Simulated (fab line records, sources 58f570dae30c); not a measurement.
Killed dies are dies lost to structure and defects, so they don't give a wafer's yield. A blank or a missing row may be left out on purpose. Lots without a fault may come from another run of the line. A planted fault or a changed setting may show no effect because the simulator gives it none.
Chamber matching | flow berkeley_cmos170 | UCB170_V1_ETCH_14 on rie_diel-01: 4 sister chambers
The step etches SiO2 in CHF3/CF4/Ar, stops on Al, target depth 1250 nm, time 291 s. 7 wafers are shown with their chamber, then 7 later ones without.

WAFERS WITH THEIR CHAMBER
wafer  | chamber | throttle_valve_pct (%) | oes_product_au (a.u.)
L272.2 | 2       | 6.99                   | 0.879
L272.6 | 2       | 6.99                   | 0.880
L276.1 | 1       | 7.02                   | 0.901
L276.3 | 0       | 6.85                   | 0.855
L276.4 | 3       | 6.85                   | 0.868
L282.2 | 1       | 7.04                   | 0.891
L282.4 | 0       | 6.83                   | 0.857

WAFERS WITHOUT THEIR CHAMBER
wafer  | throttle_valve_pct (%) | oes_product_au (a.u.)
L282.5 | 6.86                   | 0.872
L285.1 | 6.84                   | 0.886
L285.3 | 6.97                   | 0.892
L285.5 | 6.84                   | 0.896
L288.1 | 6.83                   | 0.893
L288.3 | 7.02                   | 0.918
L288.5 | 6.99                   | 0.906

WHICH CHAMBER EACH WENT THROUGH
wafer  | from the rows above     | in truth
L282.5 | 3                       | 3
L285.1 | 3                       | 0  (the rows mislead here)
L285.3 | can't be placed: 2 or 1 | 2
L285.5 | 3                       | 3
L288.1 | 3                       | 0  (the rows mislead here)
L288.3 | 1                       | 1
L288.5 | 1                       | 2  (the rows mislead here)
Placed correctly: 3 of 7. Can't be placed from these rows: 1 (the true chamber is among the candidates in 1). Placed wrongly: 3.
How it was worked out, from the rows above alone: a wafer's distance from a chamber is the root of the sum, over the readings, of the square of ((its reading less the chamber's mean) divided by the reading's scatter). The wafer belongs to the nearest chamber; if the next one is less than 2 further off, it can't be placed. A chamber's mean is the mean of its shown wafers. The scatter: the root of (the sum of the squares of (reading less its chamber's mean) over the shown wafers, divided by (wafers less chambers)).
